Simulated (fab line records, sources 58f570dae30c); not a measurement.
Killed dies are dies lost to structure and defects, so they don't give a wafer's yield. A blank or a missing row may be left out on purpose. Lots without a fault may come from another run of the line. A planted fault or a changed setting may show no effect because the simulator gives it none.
One fault seen from 2 desks | flow berkeley_cmos170 | each desk has only its own numbers; what lay behind them comes last

THE METROLOGY DESK
What the gauges read, lot by lot, whatever tool the lot ran on: means of the sampled wafers that have a number. A lot is out of limits, marked OUT, if its mean lies more than 4 standard deviations from the usual mean; the brackets give that distance.
Columns: A = PWELL_NITRIDE_THK at UCB170_PWELL_THK_MEAS_06, usual 220.7 nm; B = PWELL_OVL at UCB170_PWELL_OVL_MEAS_13, usual -4 nm; C = cd_nm at UCB170_ACTIVE_CD_MEAS_90, usual 1199.5 nm
lot  | first seen here | A     | B   | C
L657 | day 3 21:31     | 222.3 | 4   | 1200.2
L656 | day 3 21:32     | 222.0 | 1   | 1201.9
L658 | day 4 08:16     | 222.5 | -4  | 1201.0
L659 | day 4 13:11     | 220.1 | -10 | 1200.5
L660 | day 4 13:11     | 223.3 | -10 | 1199.7
L661 | day 4 20:52     | 220.7 | -8  | 1198.5
L663 | day 5 04:25     | 220.8 | -7  | 1200.5
L667 | day 5 12:27     | 220.7 | 4   | 1199.3
L668 | day 6 08:47     | 218.5 | -10 | 1199.4
L669 | day 6 08:47     | 218.6 | 2   | 1199.8
L674 | day 8 01:59     | 220.3 | -6  | 1200.1
L675 | day 8 02:01     | 222.9 | -2  | 1200.2
L677 | day 8 08:16     | 219.6 | -4  | 1200.6
L676 | day 8 08:20     | 217.5 | -3  | 1197.9
This desk's finding: nothing out of limits on any of the 14 lots.

THE TOOL OWNER'S DESK: rie_diel-02
The tool's own readings at UCB170_ACTIVE_ETCH_15 (etches Si3N4 in CH3F/Ar/O2, stops on SiO2, target depth 242 nm, time 151 s): means of the sampled wafers that have a number, for each lot that ran on this tool. A lot is out of limits, marked OUT, if its mean lies more than 4 standard deviations from the usual mean; the brackets give that distance.
Columns: A = drypump_motor_current_A at UCB170_ACTIVE_ETCH_15, usual 5.7 A; B = oes_product_au at UCB170_ACTIVE_ETCH_15, usual 0.943 a.u.; C = rf_fwd_power_W at UCB170_ACTIVE_ETCH_15, usual 448.4 W; D = throttle_valve_pct at UCB170_ACTIVE_ETCH_15, usual 8.05 %
lot  | first seen here | A   | B     | C               | D
L658 | day 5 17:20     | 5.5 | 0.937 | 448.1           | 8.13
L659 | day 6 01:51     | 5.5 | 0.944 | 448.0           | 8.09
L667 | day 7 01:43     | 5.5 | 0.963 | 448.2           | 8.08
L669 | day 8 02:41     | 5.7 | 0.935 | 376.6 (-55) OUT | 8.12
L668 | day 8 03:25     | 5.2 | 0.937 | 375.0 (-56) OUT | 8.14
This desk's finding: out of limits on L668, L669; first on L669, day 8 02:41 (rf_fwd_power_W at UCB170_ACTIVE_ETCH_15). In limits: L658, L659, L667.

PUT TOGETHER
The tool owner's desk could have raised an alarm at day 8 02:41, on L668, L669.
The metrology desk saw nothing out of limits.
The metrology desk has L668, L669 on record, within its limits.
Of the lots named, all ran UCB170_ACTIVE_ETCH_15 on rie_diel-02.

WHAT THE SIMULATOR HAD PUT IN
Process parameter drift: rie_diel-02, from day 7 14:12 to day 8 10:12, at UCB170_ACTIVE_ETCH_15. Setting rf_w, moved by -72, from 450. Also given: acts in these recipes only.
Lots struck among those shown: L668, L669.
Hours from the fault's start to each desk's first reading out of limits: the tool owner's desk, 12.
